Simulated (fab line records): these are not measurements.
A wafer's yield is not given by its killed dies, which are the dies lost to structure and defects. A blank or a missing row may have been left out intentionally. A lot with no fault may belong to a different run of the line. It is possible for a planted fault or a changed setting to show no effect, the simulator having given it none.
fab line records	flow berkeley_cmos170
record lots=5	wafers=23
route steps=331 shown SPACER@171 PSD@176 SILICIDE@211 M1@238 V1@268
start_h: start of the lot's first displayed wafer, in hours after the record's first day	wait_h: hours elapsed since this lot's preceding step	" identical to the entry in the row above	L1.1+2: a row that stands for several wafers	- value missing, or start not given	* or withheld: withheld	< > ~ a bound
route shown NAME@n: NAME is a module with steps in the file, n the number in the route of the first one	usual: mean and standard deviation over wafers with no fault	same: alike in all rows	chamber/n: place in a boat	sites: readings site by site	_std_site: the standard deviation of these	_edge_site: the outer-site mean with the inner-site mean subtracted	radius_mm: how far each site lies from the wafer's centre	mask NAME#n: copy n	behind: tool/chamber where the wafer was last shaped	hold: cause of the lot's hold/its duration in hours/its outcome	device: which transistor (n, p or np) failed to switch	end of line: the route-end tests of the same wafers	step lacking rows: just its recipe	killed: dies that structure and defects cost at the first sort, which is not the same as the wafer's yield	map: per-die view of a wafer (x killed, . not killed, _ where there is no die)
set.NAME: the run value of the setting; set.NAME@STEP: its run value at that earlier step	model.NAME: the simulator's own value behind a step, which no gauge read
lots whose settings were changed on purpose; a table a step, a row a wafer
## steps
# step UCB170_SPACER_CVD_00
# recipe material=SiO2	target_thk_nm=376	temp_c=390	precursor=TEOS/O2	time_s=47	rf_w=550	pressure_mtorr=9000
lot.wafer	tool	chamber	start_h	wait_h	set.time_s	model.SiO2_of_SPACER_CVD_00.thk_nm
L074.1	pecvd-01	2	131.35	0.0	47	372.6
L074.2	"	1	"	"	47	374.8
L074.3	"	0	"	"	47	365.3
L074.4	"	1	"	"	47	382.8
L074.5	"	0	"	"	47	373
L075.1	pecvd-03	2	141.64	0.0	41.01	327.3
L075.2	"	0	"	"	47	379.3
L075.3	"	1	"	"	41.01	333.9
L075.5	"	2	"	"	47	380.4
L075.6	"	0	"	"	47	387.4
L080.1	pecvd-03	1	159.86	0.0	47	374.7
L080.3	"	2	"	"	47	370.8
L080.4	"	1	"	"	47	379
L081.1	pecvd-03	2	167.00	0.0	49.29	387.2
L081.2	"	0	"	"	47	376.4
L081.4	"	0	"	"	49.29	403.3
L081.5	"	1	"	"	47	376.3
L081.6	"	2	"	"	47	375.7
L085.1	pecvd-02	1	189.69	0.0	43.97	352.2
L085.2	"	0	"	"	47	375.1
L085.3	"	2	"	"	43.97	350
L085.5	"	1	"	"	47	383.3
L085.6	"	2	"	"	47	379.4
# step UCB170_SPACER_THK_MEAS_01
# recipe reads=SiO2_of_SPACER_CVD_00
# usual SPACER_TEOS_THK=376/5.2
lot.wafer	tool	chamber	start_h	wait_h	set.time_s@SPACER_CVD_00	SPACER_TEOS_THK[nm]
L074.1	film_metro-02	-	131.39	0.0	47	373
L074.2	"	-	"	"	47	375
L074.3	"	-	"	"	47	365
L074.4	"	-	"	"	47	383
L074.5	"	-	"	"	47	373
L075.1	film_metro-03	-	141.68	0.0	41.01	328
L075.2	"	-	"	"	47	380
L075.3	"	-	"	"	41.01	334
L075.5	"	-	"	"	47	381
L075.6	"	-	"	"	47	387
L080.1	film_metro-03	-	159.90	0.0	47	375
L080.3	"	-	"	"	47	371
L080.4	"	-	"	"	47	379
L081.1	film_metro-03	-	167.04	0.0	49.29	387
L081.2	"	-	"	"	47	377
L081.4	"	-	"	"	49.29	403
L081.5	"	-	"	"	47	376
L081.6	"	-	"	"	47	376
L085.1	film_metro-04	-	189.73	0.0	43.97	352
L085.2	"	-	"	"	47	375
L085.3	"	-	"	"	43.97	350
L085.5	"	-	"	"	47	383
L085.6	"	-	"	"	47	380
# step UCB170_SPACER_ANNEAL_02
# recipe temp_c=900	time_s=1800	ambient=N2
# step UCB170_SPACER_ETCHBACK_03
# recipe stop_on=Si	target=SiO2	chemistry=CHF3/CF4/Ar	CHF3_flow_sccm=50	cf4_flow_sccm=10	Ar_flow_sccm=120	pressure_mtorr=200	rf_w=500	target_depth_a=3760	time_s=100
# usual oes_product_au=0.895/0.017
lot.wafer	tool	chamber	start_h	wait_h	set.time_s@SPACER_CVD_00	oes_product_au	model.etch.depth_nm
L074.1	rie_diel-04	3	135.37	0.0	47	0.896	-
L074.2	"	2	"	"	47	0.903	-
L074.3	"	1	"	"	47	0.869	365.3
L074.4	"	0	"	"	47	0.903	-
L074.5	"	3	"	"	47	0.890	373
L075.1	rie_diel-02	2	145.19	0.0	41.01	0.795	327.3
L075.2	"	1	"	"	47	0.899	379.3
L075.3	"	0	"	"	41.01	0.803	-
L075.5	"	2	"	"	47	0.886	-
L075.6	"	3	"	"	47	0.942	387.4
L080.1	rie_diel-04	3	164.20	0.0	47	0.893	374.7
L080.3	"	2	"	"	47	0.896	370.8
L080.4	"	3	"	"	47	0.912	379
L081.1	rie_diel-01	3	170.88	0.0	49.29	0.910	387.2
L081.2	"	0	"	"	47	0.885	-
L081.4	"	1	"	"	49.29	0.942	-
L081.5	"	3	"	"	47	0.899	-
L081.6	"	2	"	"	47	0.894	-
L085.1	rie_diel-04	3	193.48	0.0	43.97	0.866	352.2
L085.2	"	0	"	"	47	0.891	375.1
L085.3	"	1	"	"	43.97	0.833	350
L085.5	"	0	"	"	47	0.911	383.3
L085.6	"	1	"	"	47	0.892	379.4
# step UCB170_PSD_COAT_01
# recipe resist=KrF	spin_rpm=1500	resist_thk_nm=900
lot.wafer	tool	chamber	start_h	wait_h	set.spin_rpm	model.KrF_of_PSD_COAT_01.thk_nm
L074.1	litho_track-02	0	135.62	0.1	1500	901.3
L074.2	"	0	"	"	1500	902.9
L074.3	"	0	"	"	1412	933.2
L074.4	"	0	"	"	1500	899.3
L074.5	"	0	"	"	1412	928.8
L075.1	litho_track-04	0	146.01	0.1	1444	916.8
L075.2	"	0	"	"	1500	900.4
L075.3	"	0	"	"	1500	901.1
L075.5	"	0	"	"	1444	920.2
L075.6	"	0	"	"	1444	918.2
L080.1	litho_track-04	0	164.42	0.1	1500	900.2
L080.3+4	"	0	"	"	1500	901.9
L081.1	litho_track-01	0	171.25	0.1	1601	868.2
L081.2	"	0	"	"	1500	899.9
L081.4	"	0	"	"	1500	899.8
L081.5	"	0	"	"	1601	871.4
L081.6	"	0	"	"	1601	872.6
L085.1	litho_track-02	0	194.12	0.1	1500	900.2
L085.2	"	0	"	"	1403	929.5
L085.3	"	0	"	"	1403	929.9
L085.5	"	0	"	"	1500	897.3
L085.6	"	0	"	"	1500	897
# step UCB170_PSD_SOFTBAKE_02
# recipe resist=KrF	temp_c=130	time_s=60
# step UCB170_PSD_EXPOSE_03
# recipe mask_id=PSELECT_MOD	na=0.5	sigma_outer=0.6	source_shape=conventional	target_cd_nm=1200	dose_mj=30
# step UCB170_PSD_IMPLANT_08
# recipe species=B	dose_cm2=3e+15	energy_kev=20	tilt_deg=7
# step UCB170_PSD_STRIP_09
# recipe chemistry=O2	power_w=400	pressure_mtorr=3500	platen_temp_c=withheld	o2_flow_sccm=400	overash_fraction=0.5
# usual strip_time_to_endpoint_s=29.41/0.067
lot.wafer	tool	chamber	start_h	wait_h	set.spin_rpm@PSD_COAT_01	strip_time_to_endpoint_s
L074.1	plasma_asher-04	1	137.06	0.1	1500	29.40
L074.2	"	0	"	"	1500	29.43
L074.3	"	0	"	"	1412	30.14
L074.4	"	1	"	"	1500	29.34
L074.5	"	0	"	"	1412	30.05
L075.1	plasma_asher-04	0	147.79	0.1	1444	29.80
L075.2	"	1	"	"	1500	29.39
L075.3	"	1	"	"	1500	29.42
L075.5	"	0	"	"	1444	29.86
L075.6	"	1	"	"	1444	29.80
L080.1	plasma_asher-02	1	165.56	0.1	1500	29.48
L080.3	"	1	"	"	1500	29.46
L080.4	"	0	"	"	1500	29.49
L081.1	plasma_asher-02	0	172.77	0.1	1601	28.62
L081.2	"	1	"	"	1500	29.41
L081.4	"	0	"	"	1500	29.38
L081.5	"	1	"	"	1601	28.68
L081.6	"	0	"	"	1601	28.70
L085.1	plasma_asher-02	0	195.61	0.1	1500	29.39
L085.2	"	1	"	"	1403	30.09
L085.3	"	1	"	"	1403	30.10
L085.5	"	1	"	"	1500	29.28
L085.6	"	0	"	"	1500	29.26
# step UCB170_SILICIDE_SPUTTER_01
# recipe material=Ti	target_thk_nm=30	time_s=25	power_w=1500	chamber_pressure_pa=0.5
lot.wafer	tool	chamber	start_h	wait_h	set.time_s	model.Ti_of_SILICIDE_SPUTTER_01.thk_nm
L074.1	pvd_sputter-03	-	142.77	0.0	25	30.71
L074.2	"	-	"	"	25	29.75
L074.3	"	-	"	"	25	30.62
L074.4	"	-	"	"	25	30.6
L074.5	"	-	"	"	25	30.77
L075.1	pvd_sputter-04	-	152.24	0.0	25	30.27
L075.2	"	-	"	"	25	30.11
L075.3	"	-	"	"	23.35	28.39
L075.5	"	-	"	"	23.35	28.08
L075.6	"	-	"	"	25	29.93
L080.1	pvd_sputter-03	-	171.79	0.0	25	29.74
L080.3	"	-	"	"	25	30.56
L080.4	"	-	"	"	25	30.1
L081.1	pvd_sputter-02	-	177.07	0.0	25	30.14
L081.2	"	-	"	"	27.2	32.83
L081.4	"	-	"	"	27.2	32.77
L081.5	"	-	"	"	25	30.2
L081.6	"	-	"	"	27.2	32.58
L085.1	pvd_sputter-03	-	199.52	0.0	25	30.36
L085.2	"	-	"	"	25	30.24
L085.3	"	-	"	"	22.02	26.72
L085.5	"	-	"	"	25	30.31
L085.6	"	-	"	"	22.02	26.81
# step UCB170_SILICIDE_RS_MEAS_02
# recipe thk_meas_gauge=four-point-probe	reads=Ti_of_SILICIDE_SPUTTER_01
# usual SILICIDE_TI_RS=25.8/0.33
lot.wafer	tool	chamber	start_h	wait_h	set.time_s@SILICIDE_SPUTTER_01	SILICIDE_TI_RS[ohm/sq]
L074.1	film_metro-03	-	142.80	0.0	25	25.4
L074.2	"	-	"	"	25	26.4
L074.3	"	-	"	"	25	25.5
L074.4	"	-	"	"	25	25.5
L074.5	"	-	"	"	25	25.4
L075.1	film_metro-01	-	152.27	0.0	25	25.9
L075.2	"	-	"	"	25	26.0
L075.3	"	-	"	"	23.35	27.8
L075.5	"	-	"	"	23.35	28.2
L075.6	"	-	"	"	25	26.2
L080.1	film_metro-04	-	171.82	0.0	25	26.3
L080.3	"	-	"	"	25	25.5
L080.4	"	-	"	"	25	26.0
L081.1	film_metro-01	-	177.10	0.0	25	26.0
L081.2	"	-	"	"	27.2	23.5
L081.4	"	-	"	"	27.2	23.6
L081.5	"	-	"	"	25	25.9
L081.6	"	-	"	"	27.2	23.6
L085.1	film_metro-03	-	199.55	0.0	25	25.7
L085.2	"	-	"	"	25	25.8
L085.3	"	-	"	"	22.02	29.9
L085.5	"	-	"	"	25	25.8
L085.6	"	-	"	"	22.02	29.9
# step UCB170_SILICIDE_THK_MEAS_03
# recipe thk_meas_gauge=xrf	reads=Ti_of_SILICIDE_SPUTTER_01
# usual SILICIDE_TI_THK=30.4/0.36
lot.wafer	tool	chamber	start_h	wait_h	set.time_s@SILICIDE_SPUTTER_01	SILICIDE_TI_THK[nm]
L074.1	film_metro-03	-	142.92	0.1	25	30.9
L074.2	"	-	"	"	25	29.9
L074.3	"	-	"	"	25	30.8
L074.4	"	-	"	"	25	30.8
L074.5	"	-	"	"	25	30.9
L075.1	film_metro-01	-	152.39	0.1	25	30.4
L075.2	"	-	"	"	25	30.3
L075.3	"	-	"	"	23.35	28.5
L075.5	"	-	"	"	23.35	28.2
L075.6	"	-	"	"	25	30.1
L080.1	film_metro-04	-	171.94	0.1	25	29.7
L080.3	"	-	"	"	25	30.8
L080.4	"	-	"	"	25	30.0
L081.1	film_metro-01	-	177.22	0.1	25	30.2
L081.2	"	-	"	"	27.2	32.9
L081.4	"	-	"	"	27.2	32.9
L081.5	"	-	"	"	25	30.3
L081.6	"	-	"	"	27.2	32.7
L085.1	film_metro-03	-	199.67	0.1	25	30.3
L085.2	"	-	"	"	25	30.2
L085.3	"	-	"	"	22.02	26.8
L085.5	"	-	"	"	25	30.4
L085.6	"	-	"	"	22.02	26.9
# step UCB170_M1_SPUTTER_00
# recipe material=Al	target_thk_nm=600	time_s=80	power_w=6000	chamber_pressure_pa=0.5
lot.wafer	tool	chamber	start_h	wait_h	set.time_s	model.Al_of_M1_SPUTTER_00.thk_nm
L074.1	pvd_sputter-03	-	149.90	0.0	80	591.8
L074.2	"	-	"	"	80	591.5
L074.3	"	-	"	"	76.37	569.8
L074.4	"	-	"	"	76.37	571.8
L074.5	"	-	"	"	76.37	567.4
L075.1	pvd_sputter-04	-	157.51	0.0	76.49	568.4
L075.2	"	-	"	"	80	594.1
L075.3	"	-	"	"	76.49	578.1
L075.5	"	-	"	"	80	599.1
L075.6	"	-	"	"	80	598.7
L080.1	pvd_sputter-03	-	178.36	0.0	80	602.3
L080.3	"	-	"	"	80	595.8
L080.4	"	-	"	"	80	593.3
L081.1	pvd_sputter-01	-	182.91	0.0	80	595.7
L081.2	"	-	"	"	80	596.1
L081.4	"	-	"	"	75.86	563
L081.5	"	-	"	"	75.86	565.1
L081.6	"	-	"	"	75.86	564.7
L085.1	pvd_sputter-04	-	206.58	0.0	80	606.6
L085.2	"	-	"	"	80	613.1
L085.3	"	-	"	"	80	609.9
L085.5	"	-	"	"	80	616.3
L085.6	"	-	"	"	80	608.3
# step UCB170_M1_RS_MEAS_01
# recipe thk_meas_gauge=four-point-probe	reads=Al_of_M1_SPUTTER_00
# usual M1_AL_RS=0.0487/0.00059
lot.wafer	tool	chamber	start_h	wait_h	set.time_s@M1_SPUTTER_00	M1_AL_RS[ohm/sq]
L074.1	film_metro-02	-	149.96	0.0	80	0.0493
L074.2	"	-	"	"	80	0.0492
L074.3	"	-	"	"	76.37	0.0512
L074.4	"	-	"	"	76.37	0.0509
L074.5	"	-	"	"	76.37	0.0515
L075.1	film_metro-01	-	157.57	0.0	76.49	0.0511
L075.2	"	-	"	"	80	0.0490
L075.3	"	-	"	"	76.49	0.0504
L075.5	"	-	"	"	80	0.0486
L075.6	"	-	"	"	80	0.0485
L080.1	film_metro-02	-	178.42	0.0	80	0.0484
L080.3	"	-	"	"	80	0.0489
L080.4	"	-	"	"	80	0.0492
L081.1	film_metro-04	-	182.97	0.0	80	0.0489
L081.2	"	-	"	"	80	0.0487
L081.4	"	-	"	"	75.86	0.0517
L081.5	"	-	"	"	75.86	0.0516
L081.6	"	-	"	"	75.86	0.0515
L085.1	film_metro-02	-	206.64	0.0	80	0.0480
L085.2	"	-	"	"	80	0.0474
L085.3	"	-	"	"	80	0.0477
L085.5	"	-	"	"	80	0.0472
L085.6	"	-	"	"	80	0.0479
# step UCB170_M1_THK_MEAS_02
# recipe thk_meas_gauge=xrf	reads=Al_of_M1_SPUTTER_00
# usual M1_AL_THK=591/7.3
lot.wafer	tool	chamber	start_h	wait_h	set.time_s@M1_SPUTTER_00	M1_AL_THK[nm]
L074.1	film_metro-02	-	150.08	0.1	80	587
L074.2	"	-	"	"	80	592
L074.3	"	-	"	"	76.37	566
L074.4	"	-	"	"	76.37	563
L074.5	"	-	"	"	76.37	563
L075.1	film_metro-01	-	157.69	0.1	76.49	567
L075.2	"	-	"	"	80	589
L075.3	"	-	"	"	76.49	573
L075.5	"	-	"	"	80	598
L075.6	"	-	"	"	80	593
L080.1	film_metro-02	-	178.54	0.1	80	595
L080.3	"	-	"	"	80	585
L080.4	"	-	"	"	80	585
L081.1	film_metro-04	-	183.09	0.1	80	590
L081.2	"	-	"	"	80	585
L081.4	"	-	"	"	75.86	559
L081.5	"	-	"	"	75.86	555
L081.6	"	-	"	"	75.86	554
L085.1	film_metro-02	-	206.76	0.1	80	598
L085.2	"	-	"	"	80	606
L085.3	"	-	"	"	80	605
L085.5	"	-	"	"	80	611
L085.6	"	-	"	"	80	603
# step UCB170_M1_METAL_ETCH_12
# recipe chemistry=Cl2/BCl3	target=Al	stop_on=PSG	pressure_mtorr=12	target_depth_a=7800	over_etch_frac=0.3	time_s=130	icp_w=600	bias_w=120	Cl2_flow_sccm=90	bcl3_flow_sccm=45
lot.wafer	tool	chamber	start_h	wait_h	set.pressure_mtorr	set.time_s@M1_SPUTTER_00	model.M1.feature_depth_nm
L074.1	rie_metal-01	1	151.78	-	13.38	80	628.6
L074.2	"	0	"	"	13.38	80	627.7
L074.3	"	0	"	"	13.38	76.37	605.9
L074.4	"	1	"	"	13.38	76.37	608.5
L074.5	"	1	"	"	13.38	76.37	604.1
L075.1	rie_metal-01	0	158.85	-	12	76.49	605.6
L075.2	"	1	"	"	12	80	631.8
L075.3	"	0	"	"	12	76.49	615.1
L075.5	"	1	"	"	12	80	636.7
L075.6	"	0	"	"	12	80	635.9
L080.1	rie_metal-02	0	180.13	-	12	80	640.1
L080.3	"	0	"	"	12	80	633.5
L080.4	"	1	"	"	12	80	630
L081.1	rie_metal-01	0	184.80	-	12	80	633.4
L081.2	"	0	"	"	12	80	633.5
L081.4+5+6	"	0	"	"	12	75.86	-
L085.1	rie_metal-01	1	208.06	-	12.48	80	643.7
L085.2	"	0	"	"	12.48	80	649.8
L085.3	"	1	"	"	12.48	80	646.9
L085.5	"	1	"	"	12.48	80	653.1
L085.6	"	0	"	"	12.48	80	645.2
# step UCB170_V1_ETCH_14
# recipe chemistry=CHF3/CF4/Ar	target=SiO2	stop_on=Al	CHF3_flow_sccm=45	cf4_flow_sccm=15	Ar_flow_sccm=150	pressure_mtorr=200	rf_w=700	target_depth_a=12500	over_etch_frac=0.25	time_s=291
lot.wafer	tool	chamber	start_h	wait_h	set.over_etch_frac	set.time_s@M1_SPUTTER_00	model.Al_of_M1_SPUTTER_00.thk_nm	model.KrF_of_V1_COAT_07.thk_nm
L074.1	rie_diel-02	3	160.13	0.0	0.3205	80	590.5	596.9
L074.2	"	0	"	"	0.3205	80	590.1	604.2
L074.3	"	1	"	"	0.3205	76.37	568.1	595.5
L074.4	"	2	"	"	0.25	76.37	571.3	607.1
L074.5	"	1	"	"	0.25	76.37	567.4	610.3
L075.1	rie_diel-01	1	165.15	0.0	0.25	76.49	568.4	618.3
L075.2	"	0	"	"	0.25	80	594.1	616.2
L075.3	"	3	"	"	0.25	76.49	577.6	617.3
L075.5	"	0	"	"	0.25	80	599.1	620.7
L075.6	"	1	"	"	0.25	80	598.7	618.6
L081.1	rie_diel-02	1	191.35	0.0	0.25	80	595.7	616.1
L081.2	"	0	"	"	0.25	80	596.1	621.2
L081.4	"	0	"	"	0.2946	75.86	562.2	610.4
L081.5	"	0	"	"	0.2946	75.86	564.3	611
L081.6	"	1	"	"	0.25	75.86	564.7	616.8
L080.1	rie_diel-03	3	191.62	0.0	0.25	80	602.2	604.2
L080.3	"	2	"	"	0.25	80	595.8	606
L080.4	"	0	"	"	0.25	80	593.3	604.8
L085.1	rie_diel-01	3	217.95	0.0	0.25	80	606.1	610.7
L085.2	"	2	"	"	0.25	80	613.1	617
L085.3	"	0	"	"	0.3188	80	608.6	600.4
L085.5	"	2	"	"	0.3188	80	615	601.5
L085.6	"	3	"	"	0.3188	80	606	594.2
# step UCB170_V1_STRIP_15
# recipe chemistry=O2	power_w=400	pressure_mtorr=3500	platen_temp_c=withheld	o2_flow_sccm=400	overash_fraction=0.5
# usual strip_time_to_endpoint_s=15.39/0.12
lot.wafer	tool	chamber	start_h	wait_h	set.over_etch_frac@V1_ETCH_14	strip_time_to_endpoint_s
L074.1	plasma_asher-04	0	160.31	0.1	0.3205	15.01
L074.2	"	1	"	"	0.3205	15.19
L074.3	"	1	"	"	0.3205	14.96
L074.4	"	0	"	"	0.25	15.24
L074.5	"	0	"	"	0.25	15.32
L075.1	plasma_asher-03	1	165.33	0.1	0.25	15.49
L075.2	"	0	"	"	0.25	15.45
L075.3	"	0	"	"	0.25	15.48
L075.5	"	1	"	"	0.25	15.55
L075.6	"	0	"	"	0.25	15.51
L081.1	plasma_asher-04	0	191.61	0.2	0.25	15.44
L081.2	"	1	"	"	0.25	15.58
L081.4	"	0	"	"	0.2946	15.31
L081.5	"	1	"	"	0.2946	15.35
L081.6	"	0	"	"	0.25	15.48
L080.1	plasma_asher-01	1	191.80	0.1	0.25	15.18
L080.3	"	1	"	"	0.25	15.22
L080.4	"	0	"	"	0.25	15.18
L085.1	plasma_asher-01	0	218.13	0.1	0.25	15.33
L085.2	"	1	"	"	0.25	15.48
L085.3	"	1	"	"	0.3188	15.09
L085.5	"	1	"	"	0.3188	15.12
L085.6	"	0	"	"	0.3188	14.95
## key
split step=UCB170_SPACER_CVD_00	setting=time_s	stated=47	by=wafer
response step=UCB170_SPACER_CVD_00	reading=model.SiO2_of_SPACER_CVD_00.thk_nm	change=+4.1	per=1%	r=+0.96
response step=UCB170_SPACER_THK_MEAS_01	reading=SPACER_TEOS_THK	change=+4.11	per=1%	r=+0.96
response step=UCB170_SPACER_ETCHBACK_03	reading=oes_product_au	change=+0.00823	per=1%	r=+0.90
response step=UCB170_SPACER_ETCHBACK_03	reading=model.etch.depth_nm	change=+4.39	per=1%	r=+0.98
split step=UCB170_PSD_COAT_01	setting=spin_rpm	stated=1500	by=wafer
response step=UCB170_PSD_COAT_01	reading=model.KrF_of_PSD_COAT_01.thk_nm	change=-4.73	per=1%	r=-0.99
response step=UCB170_PSD_STRIP_09	reading=strip_time_to_endpoint_s	change=*	per=1%	r=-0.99
split step=UCB170_SILICIDE_SPUTTER_01	setting=time_s	stated=25	by=wafer
response step=UCB170_SILICIDE_SPUTTER_01	reading=model.Ti_of_SILICIDE_SPUTTER_01.thk_nm	change=+0.293	per=1%	r=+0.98
response step=UCB170_SILICIDE_RS_MEAS_02	reading=SILICIDE_TI_RS	change=-0.316	per=1%	r=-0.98
response step=UCB170_SILICIDE_THK_MEAS_03	reading=SILICIDE_TI_THK	change=+0.292	per=1%	r=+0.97
split step=UCB170_M1_SPUTTER_00	setting=time_s	stated=80	by=wafer
response step=UCB170_M1_SPUTTER_00	reading=model.Al_of_M1_SPUTTER_00.thk_nm	change=+5.54	per=1%	r=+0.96
response step=UCB170_M1_RS_MEAS_01	reading=M1_AL_RS	change=-0.000486	per=1%	r=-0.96
response step=UCB170_M1_THK_MEAS_02	reading=M1_AL_THK	change=+5.73	per=1%	r=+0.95
response step=UCB170_M1_METAL_ETCH_12	reading=model.M1.feature_depth_nm	change=+5.19	per=1%	r=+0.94
response step=UCB170_V1_ETCH_14	reading=model.Al_of_M1_SPUTTER_00.thk_nm	change=+5.56	per=1%	r=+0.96
split step=UCB170_M1_METAL_ETCH_12	setting=pressure_mtorr	stated=12	by=lot
response none clear
split step=UCB170_V1_ETCH_14	setting=over_etch_frac	stated=0.25	by=wafer
response step=UCB170_V1_ETCH_14	reading=model.KrF_of_V1_COAT_07.thk_nm	change=-0.441	per=1%	r=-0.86
response step=UCB170_V1_STRIP_15	reading=strip_time_to_endpoint_s	change=*	per=1%	r=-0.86
